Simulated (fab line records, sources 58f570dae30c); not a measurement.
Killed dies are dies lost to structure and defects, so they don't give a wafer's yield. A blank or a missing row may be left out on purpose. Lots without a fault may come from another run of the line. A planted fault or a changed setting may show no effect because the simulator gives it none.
Split-lot experiment | flow berkeley_cmos170 | 5 lots, 23 wafers read, on a route of 331 steps

THE SPLIT
At UCB170_M3_METAL_ETCH_18 (etches Al in Cl2/BCl3, stops on SiO2, target depth 1170 nm, time 195 s), the setting over_etch_frac was moved away from the recipe's 0.3 on 8 of the 23 wafers read, by +13.9% to +27.5%. The other wafers ran this setting at the recipe's value.

The reading is taken at the split's own step.

THE READING
oes_product_au, in a.u., at UCB170_M3_METAL_ETCH_18 (etches Al in Cl2/BCl3, stops on SiO2, target depth 1170 nm, time 195 s). Fault-free wafers of this fab line usually give 0.854 a.u., standard deviation 0.009 a.u..

wafer  | tool, chamber at the split | over_etch_frac as run | against the recipe | oes_product_au, a.u. | against lot-mates on the recipe
L076.1 | rie_metal-01, 0            | 0.3                   | recipe             | 0.861                | -
L076.2 | rie_metal-01, 1            | 0.3418                | +13.9%             | 0.835                | -0.022
L076.3 | rie_metal-01, 0            | 0.3418                | +13.9%             | 0.843                | -0.014
L076.4 | rie_metal-01, 1            | 0.3                   | recipe             | 0.853                | -
L076.6 | rie_metal-01, 1            | 0.3418                | +13.9%             | 0.828                | -0.029
L082.2 | rie_metal-03, 0            | 0.3                   | recipe             | 0.858                | -
L082.3 | rie_metal-03, 0            | 0.3                   | recipe             | 0.856                | -
L082.4 | rie_metal-03, 0            | 0.3                   | recipe             | 0.860                | -
L082.5 | rie_metal-03, 0            | 0.3                   | recipe             | 0.856                | -
L082.6 | rie_metal-03, 0            | 0.3                   | recipe             | 0.854                | -
L079.2 | rie_metal-04, 0            | 0.3824                | +27.5%             | 0.828                | -0.021
L079.3 | rie_metal-04, 0            | 0.3                   | recipe             | 0.852                | -
L079.4 | rie_metal-04, 1            | 0.3824                | +27.5%             | 0.824                | -0.025
L079.5 | rie_metal-04, 1            | 0.3824                | +27.5%             | 0.827                | -0.022
L079.6 | rie_metal-04, 0            | 0.3                   | recipe             | 0.846                | -
L080.2 | rie_metal-01, 0            | 0.3                   | recipe             | 0.862                | -
L080.3 | rie_metal-01, 0            | 0.3                   | recipe             | 0.860                | -
L080.4 | rie_metal-01, 1            | 0.3                   | recipe             | 0.861                | -
L085.1 | rie_metal-04, 1            | 0.3578                | +19.3%             | 0.830                | -0.028
L085.2 | rie_metal-04, 0            | 0.3                   | recipe             | 0.854                | -
L085.4 | rie_metal-04, 0            | 0.3                   | recipe             | 0.862                | -
L085.5 | rie_metal-04, 1            | 0.3                   | recipe             | 0.858                | -
L085.6 | rie_metal-04, 0            | 0.3578                | +19.3%             | 0.835                | -0.023

THE FIT
A straight line over all 23 wafers: oes_product_au changes by -0.00119 a.u. for each +1% of over_etch_frac; r = -0.93; the points scatter about the line by 0.0049 a.u..
The same after taking each lot's own level away (the mean of its wafers on the recipe; 23 wafers): -0.00101 a.u. for each +1%; r = -0.91; scatter 0.0051 a.u..
On that fit, the largest move of over_etch_frac shifts the reading by 0.028 a.u..
The lots' own levels span 0.8490 to 0.8610 a.u., that is 1.3 times the standard deviation above.
So the lot-to-lot level changes the slope: the two fits differ.
Check: with one of the wafers moved furthest among these (+27.5%) left out of the fit, the line predicts -0.0306 a.u. for it against its lot-mates. It came out at -0.021 a.u. against them.
Tool readings at the split's step, against how far the setting was moved: oes_product_au r = -0.93.

OTHER SPLITS ON THESE WAFERS
These wafers also went through other splits before the reading. Each is held against what the fit with the lots' levels taken away leaves over:
other split on the same wafers | wafers away from the commonest value | r with oes_product_au (lot level and that fit taken away)
UCB170_M2_METAL_ETCH_18 time_s | 11                                   | -0.11
UCB170_V2_COAT_07 spin_rpm     | 6                                    | -0.40
UCB170_V2_ETCH_14 time_s       | 9                                    | -0.19
UCB170_M3_PEB_13 peb_temp_c    | 11                                   | -0.14

THE WHOLE CHAIN: every reading that the file lists as answering this split, in the file's order
step                    | what it does                                                           | reading                                                                   | change (the file's fit)                   | r (the file's)
UCB170_M3_METAL_ETCH_18 | etches Al in Cl2/BCl3, stops on SiO2, target depth 1170 nm, time 195 s | oes_product_au                                                            | -0.00106 a.u. for each +1% of the setting | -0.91
UCB170_M3_METAL_ETCH_18 | etches Al in Cl2/BCl3, stops on SiO2, target depth 1170 nm, time 195 s | KrF_of_M3_COAT_10.thk_nm (the simulator's own value, which no gauge read) | -1.48 nm for each +1% of the setting      | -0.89
UCB170_M3_METAL_ETCH_18 | etches Al in Cl2/BCl3, stops on SiO2, target depth 1170 nm, time 195 s | SiO2_of_V2_CVD_00.thk_nm (the simulator's own value, which no gauge read) | -0.165 nm for each +1% of the setting     | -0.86

THE FILE'S OWN FIT
oes_product_au changes by -0.00106 a.u. for each +1% of over_etch_frac, r = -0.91.
